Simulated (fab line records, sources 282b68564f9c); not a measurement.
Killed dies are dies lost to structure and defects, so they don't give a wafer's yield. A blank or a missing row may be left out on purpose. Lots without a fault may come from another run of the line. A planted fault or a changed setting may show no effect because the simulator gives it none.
Chamber matching | flow rit_cmos | RIT_GATE_ETCH_19 on rie_si-02: 4 sister chambers
The step etches poly-Si in SF6/CHF3/O2, stops on SiO2, time 165 s, target depth 312.5 nm. 4 wafers are shown with their chamber, then 7 later ones without.

WAFERS WITH THEIR CHAMBER
wafer  | chamber | throttle_valve_pct (%)
L406.2 | 2       | 10.15
L407.6 | 3       | 10.21
L409.2 | 0       | 10.20
L409.5 | 1       | 10.15

WAFERS WITHOUT THEIR CHAMBER
wafer  | throttle_valve_pct (%)
L409.6 | 10.14
L411.3 | 10.19
L411.4 | 10.15
L411.5 | 10.21
L415.1 | 10.19
L415.4 | 10.21
L415.5 | 10.14

WHICH CHAMBER EACH WENT THROUGH
wafer  | from the rows above     | in truth
L409.6 | can't be placed: 1 or 2 | 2
L411.3 | can't be placed: 0 or 3 | 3
L411.4 | can't be placed: 1 or 2 | 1
L411.5 | can't be placed: 3 or 0 | 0
L415.1 | can't be placed: 0 or 3 | 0
L415.4 | can't be placed: 3 or 0 | 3
L415.5 | can't be placed: 1 or 2 | 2
Placed correctly: 0 of 7. Can't be placed from these rows: 7 (the true chamber is among the candidates in 7). Placed wrongly: 0.
How it was worked out, from the rows above alone: a wafer's distance from a chamber is the root of the sum, over the readings, of the square of ((its reading less the chamber's mean) divided by the reading's scatter). The wafer belongs to the nearest chamber; if the next one is less than 2 further off, it can't be placed. A chamber's mean is the mean of its shown wafers. The scatter: with one shown wafer a chamber, the root of the mean of the squares of how far each hidden wafer lies from its nearest shown one.
